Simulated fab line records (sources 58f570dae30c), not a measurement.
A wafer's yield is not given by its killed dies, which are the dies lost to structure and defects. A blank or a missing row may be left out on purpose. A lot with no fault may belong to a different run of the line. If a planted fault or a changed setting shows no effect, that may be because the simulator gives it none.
The tool behind it: which one? -- flow berkeley cmos170 -- 7 lots, 21 wafers sampled, at 3 steps of a route of 331

## WHAT EACH GAUGE READ, for each wafer
UCB170_ACTIVE_OVL_MEAS_14.
lot,measured,on,ACTIVE_OVL (nm)
L333,day 5 10:26,overlay-01,-3 12 1
L337,day 6 08:28,overlay-01,15 2 9
L338,day 6 16:59,overlay-02,6 -3 4
L341,day 7 10:29,overlay-02,19 12 12
L343,day 7 19:31,overlay-01,-1 1 5
L350,day 9 04:19,overlay-01,-1 -7 -3
L353,day 9 13:22,overlay-02,-5 -6 -1

## EACH LOT AND THE TOOL THAT RAN IT (in order: tool; ch and the chambers of the sampled wafers; start)
lot,UCB170_ZERO_SOFTBAKE_02,UCB170_NWELL_STRIP_15
L333,"litho track-03 ch 0, day 2 13:47","plasma asher-04 ch 0,1, day 3 05:50"
L337,"litho track-04 ch 0, day 3 03:22","plasma asher-01 ch 0,1, day 3 22:37"
L338,"litho track-04 ch 0, day 3 17:02","plasma asher-04 ch 0,1, day 4 06:59"
L341,"litho track-03 ch 0, day 4 04:56","plasma asher-03 ch 0,1, day 5 05:17"
L343,"litho track-04 ch 0, day 4 17:36","plasma asher-04 ch 0,1, day 5 10:20"
L350,"litho track-04 ch 0, day 6 02:28","plasma asher-04 ch 0,1, day 6 18:37"
L353,"litho track-03 ch 0, day 6 15:29","plasma asher-04 ch 0,1, day 7 11:50"
- UCB170_ZERO_SOFTBAKE_02: time 60 s.
- UCB170_NWELL_STRIP_15: strips in O2.

## THE ANSWER, worked out from the rows above alone
Rule: the usual values come from the lots themselves. Put in order of their means at a reading, lots are off if they are a third of the lots or fewer, leave a main group of 4 or more, and stand apart from it by a gap of 3 or more times the standard deviation of the main group's means; of several such gaps the widest counts. A main group is skipped when, at the precision printed for the reading in the tables above, its means are all equal. Also off: a lot with no number at a reading for which 4 or more lots have one. The other lots that the step has rows for count as sound.
None of the lots is off at any reading shown; this tells nothing.

## WHAT HAD BEEN PUT IN BY THE SIMULATOR
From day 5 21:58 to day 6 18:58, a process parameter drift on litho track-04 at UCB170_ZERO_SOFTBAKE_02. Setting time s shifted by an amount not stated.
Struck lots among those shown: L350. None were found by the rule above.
